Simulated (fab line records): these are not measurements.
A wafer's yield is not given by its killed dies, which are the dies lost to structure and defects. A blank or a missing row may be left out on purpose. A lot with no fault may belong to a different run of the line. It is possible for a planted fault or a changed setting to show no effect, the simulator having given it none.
Which tool is to blame? + flow rit_cmos + 45 wafers from 15 lots sampled at 2 of the route's 202 steps

== WHAT THE GAUGES SHOWED, per wafer ==
RIT_SDANNEAL_RS_MEAS_05: measurement is done with a four-point probe.
| lot  | measured    | on            | NSD_RS (ohm/sq)   |
|------|-------------|---------------|-------------------|
| L883 | day 3 14:32 | film_metro-03 | 84.21 84.29 84.44 |
| L885 | day 3 18:45 | film_metro-01 | 85.15 84.91 85.38 |
| L884 | day 3 20:45 | film_metro-03 | 84.72 84.59 84.58 |
| L886 | day 4 01:34 | film_metro-04 | 84.84 84.93 84.68 |
| L887 | day 4 06:08 | film_metro-04 | 84.64 84.37 84.73 |
| L888 | day 4 11:20 | film_metro-01 | 84.79 84.49 84.66 |
| L890 | day 4 19:26 | film_metro-04 | - - -             |
| L892 | day 5 10:41 | film_metro-04 | 84.77 84.50 84.80 |
| L894 | day 5 14:12 | film_metro-03 | - - -             |
| L896 | day 6 00:04 | film_metro-04 | - - -             |
| L900 | day 6 15:34 | film_metro-04 | 83.84 83.93 83.93 |
| L901 | day 7 01:56 | film_metro-04 | 84.34 84.42 84.29 |
| L903 | day 7 10:02 | film_metro-03 | 84.87 84.77 84.71 |
| L904 | day 7 15:51 | film_metro-01 | 84.81 84.55 84.93 |
| L905 | day 7 21:20 | film_metro-04 | 84.07 84.29 84.28 |

== WHAT TOOL EACH LOT RAN ON (gives the tool, then ch and the chambers of the sampled wafers, and finally the start) ==
| lot  | RIT_NSD_IMPLANT_08             |
|------|--------------------------------|
| L883 | implanter-04 ch 0, day 3 12:04 |
| L885 | implanter-02 ch 0, day 3 16:17 |
| L884 | implanter-02 ch 0, day 3 17:54 |
| L886 | implanter-01 ch 0, day 3 22:41 |
| L887 | implanter-01 ch 0, day 4 03:47 |
| L888 | implanter-01 ch 0, day 4 08:59 |
| L890 | implanter-01 ch 0, day 4 17:04 |
| L892 | implanter-02 ch 0, day 5 08:01 |
| L894 | implanter-01 ch 0, day 5 11:39 |
| L896 | implanter-01 ch 0, day 5 21:28 |
| L900 | implanter-02 ch 0, day 6 13:14 |
| L901 | implanter-04 ch 0, day 6 23:25 |
| L903 | implanter-02 ch 0, day 7 07:32 |
| L904 | implanter-04 ch 0, day 7 13:05 |
| L905 | implanter-02 ch 0, day 7 18:56 |
- RIT_NSD_IMPLANT_08

== WHAT THE TOOLS THEMSELVES READ (means of the sampled wafers that have a number; where no wafer has one, the mark that the record gives instead) ==
RIT_NSD_IMPLANT_08.
| lot  | tool         | tilt_deg (degrees) |
|------|--------------|--------------------|
| L883 | implanter-04 | 6.983              |
| L885 | implanter-02 | 7.018              |
| L884 | implanter-02 | 6.988              |
| L886 | implanter-01 | 7.020              |
| L887 | implanter-01 | 6.992              |
| L888 | implanter-01 | 7.008              |
| L890 | implanter-01 | 12.255             |
| L892 | implanter-02 | 6.993              |
| L894 | implanter-01 | 12.233             |
| L896 | implanter-01 | 12.226             |
| L900 | implanter-02 | 7.003              |
| L901 | implanter-04 | 6.977              |
| L903 | implanter-02 | 6.995              |
| L904 | implanter-04 | 6.970              |
| L905 | implanter-02 | 7.029              |

== THE ANSWER, worked out from the rows above alone ==
Rule: the usual values come from the lots themselves. The widest of any qualifying gaps counts: lots, ordered by their means at a reading, are off when they make up no more than a third of the lots, leave a main group of 4 or more, and stand apart from it by 3 or more times the standard deviation of that group's means. A main group is skipped when, at the precision printed for the reading in the tables above, its means are all equal. Also off: a lot with no number at a reading for which 4 or more lots have one. The other lots that the step has rows for count as sound. The gauges are gone through in route order, then the tools' own readings, and for those a lot's mean is taken as printed above. At the first step where some lot is off, the reading lying furthest off is the one used; lots without a number count as furthest.
Off: L890, L894, L896, seen at RIT_SDANNEAL_RS_MEAS_05 (NSD_RS). Without a number there: L890, L894, L896. For the main group the mean is 84.57 ohm/sq and the standard deviation 0.31.
A tool fits if, at a process step before that reading, it ran every lot that is off, and no sound lot after the first of them. The gauges at RIT_SDANNEAL_RS_MEAS_05 aren't tried: what is off there is off at RIT_NSD_IMPLANT_08 too, on other tools, and a gauge's error can't cause that. One candidate fits, namely implanter-01 at RIT_NSD_IMPLANT_08. A fault onset in the window from L888 (day 4 08:59, its last sound lot) to L890 (day 4 17:04, its first lot off) fits.
The tool's own readings at RIT_NSD_IMPLANT_08 bear it out: on the lots that are off they differ by more than 5 times the standard deviation of the sound lots' means. tilt_deg reads 12.238 degrees there against 6.998 degrees on the sound lots.

== WHAT HAD BEEN PUT IN BY THE SIMULATOR ==
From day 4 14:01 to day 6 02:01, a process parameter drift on implanter-01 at RIT_NSD_IMPLANT_08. Setting tilt_deg shifted by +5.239 from 7. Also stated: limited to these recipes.
Lots struck among those shown: L890, L894, L896. Same finding as the rule above.
